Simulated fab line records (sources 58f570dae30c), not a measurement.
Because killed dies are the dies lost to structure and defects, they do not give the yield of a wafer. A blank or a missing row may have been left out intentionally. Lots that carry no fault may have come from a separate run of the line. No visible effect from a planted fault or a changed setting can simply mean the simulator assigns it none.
Which tool is to blame? | flow berkeley cmos170 | 42 wafers from 14 lots sampled at 3 of the route's 331 steps

WHAT EACH GAUGE READ, for each wafer
UCB170_PSD_CD_MEAS_06: the cd target is 1200 nm.
lot  | measured     | on        | cd nm (nm)
L973 | day 7 15:39  | cd sem-02 | 1200.2 1200.2 1198.9
L975 | day 7 23:24  | cd sem-01 | 1203.4 1201.6 1204.1
L974 | day 7 23:38  | cd sem-01 | 1200.3 1199.2 1199.9
L978 | day 8 08:07  | cd sem-02 | 1203.5 1201.3 1202.1
L977 | day 8 08:24  | cd sem-01 | 1198.0 1196.3 1197.0
L976 | day 8 08:34  | cd sem-02 | 1200.3 1199.6 1199.7
L980 | day 8 21:55  | cd sem-02 | 1198.2 1199.4 1198.0
L981 | day 8 22:08  | cd sem-01 | 1199.0 1200.0 1199.4
L984 | day 9 22:07  | cd sem-02 | 1199.1 1198.0 1198.3
L983 | day 9 22:23  | cd sem-01 | 1201.1 1201.9 1202.4
L987 | day 9 22:28  | cd sem-02 | 1199.9 1199.2 1200.1
L986 | day 9 22:41  | cd sem-01 | 1199.2 1201.6 1201.1
L985 | day 9 23:01  | cd sem-01 | 1195.9 1197.5 1196.2
L990 | day 10 13:34 | cd sem-01 | 1199.9 1198.4 1198.9

UCB170_SILICIDE_THK_MEAS_03: measures by xrf.
lot  | measured     | on            | SILICIDE_TI_THK (nm)
L973 | day 7 20:20  | film metro-04 | 31.6 30.5 31.5
L975 | day 8 04:19  | film metro-04 | 31.7 32.1 31.8
L974 | day 8 04:47  | film metro-04 | 31.8 32.3 31.1
L978 | day 8 13:11  | film metro-04 | 31.7 31.1 31.5
L977 | day 8 13:57  | film metro-02 | 32.1 32.0 31.6
L976 | day 8 13:50  | film metro-04 | 31.1 31.4 31.0
L980 | day 9 02:08  | film metro-02 | 31.8 31.5 31.7
L981 | day 9 02:46  | film metro-04 | 31.5 32.0 31.9
L984 | day 10 05:17 | film metro-04 | 32.1 31.6 31.5
L983 | day 10 05:23 | film metro-03 | 31.5 30.8 31.0
L987 | day 10 05:28 | film metro-04 | 32.9 32.1 32.0
L986 | day 10 05:46 | film metro-03 | 31.8 31.9 31.6
L985 | day 10 05:47 | film metro-04 | 32.4 31.5 32.2
L990 | day 10 21:02 | film metro-03 | 32.2 31.7 32.1

EACH LOT AND THE TOOL THAT RAN IT (in order: tool; ch and the chambers of the sampled wafers; start)
lot  | UCB170_PSD_STRIP_09
L973 | plasma asher-02 ch 0,1, day 7 15:56
L975 | plasma asher-03 ch 0,1, day 7 23:41
L974 | plasma asher-04 ch 0,1, day 7 23:56
L978 | plasma asher-03 ch 0,1, day 8 08:25
L977 | plasma asher-02 ch 0,1, day 8 08:41
L976 | plasma asher-03 ch 0,1, day 8 08:51
L980 | plasma asher-04 ch 0,1, day 8 22:13
L981 | plasma asher-04 ch 0,1, day 8 22:26
L984 | plasma asher-03 ch 0,1, day 9 22:24
L983 | plasma asher-04 ch 0,1, day 9 22:40
L987 | plasma asher-02 ch 0,1, day 9 22:46
L986 | plasma asher-03 ch 0,1, day 9 23:00
L985 | plasma asher-04 ch 0,1, day 9 23:19
L990 | plasma asher-02 ch 0,1, day 10 13:53
- UCB170_PSD_STRIP_09: strips in O2.

WHAT THE TOOLS THEMSELVES READ (means of the sampled wafers that have a number; where no wafer has one, the mark that the record gives instead)
UCB170_PSD_STRIP_09.
lot  | tool            | drypump motor current A (A) | oes product au (a.u.) | strip time to endpoint s (s)
L973 | plasma asher-02 | 5.2                         | 0.604                 | 29.57
L975 | plasma asher-03 | 5.2                         | 0.599                 | 29.57
L974 | plasma asher-04 | 6.0                         | 0.600                 | 29.62
L978 | plasma asher-03 | 5.1                         | 0.598                 | 29.46
L977 | plasma asher-02 | 5.2                         | 0.599                 | 29.61
L976 | plasma asher-03 | 5.2                         | 0.596                 | 29.58
L980 | plasma asher-04 | 5.9                         | 0.598                 | 29.67
L981 | plasma asher-04 | 6.0                         | 0.598                 | 29.63
L984 | plasma asher-03 | 5.2                         | 0.598                 | 29.67
L983 | plasma asher-04 | 5.9                         | 0.596                 | 29.45
L987 | plasma asher-02 | 5.5                         | 0.599                 | 29.66
L986 | plasma asher-03 | 5.2                         | 0.597                 | 29.62
L985 | plasma asher-04 | 5.9                         | 0.602                 | 29.54
L990 | plasma asher-02 | 5.5                         | 0.597                 | 29.58

THE ANSWER, worked out from the rows above alone
Rule: what is usual is taken from the lots themselves. The widest of any qualifying gaps counts: lots, ordered by their means at a reading, are off when they make up no more than a third of the lots, leave a main group of 4 or more, and stand apart from it by 3 or more times the standard deviation of that group's means. A main group whose means are all the same, to the digits that the tables above print for the reading, isn't used. Also off: a lot with no number at a reading for which 4 or more lots have one. All remaining lots with rows at the step are treated as sound. The gauges are gone through in route order, then the tools' own readings, and for those a lot's mean is taken as printed above. At the first step where some lot is off, the reading lying furthest off is the one used; lots without a number count as furthest.
Nothing can be told from this: no lot is off at any reading shown.

WHAT THE SIMULATOR PUT IN
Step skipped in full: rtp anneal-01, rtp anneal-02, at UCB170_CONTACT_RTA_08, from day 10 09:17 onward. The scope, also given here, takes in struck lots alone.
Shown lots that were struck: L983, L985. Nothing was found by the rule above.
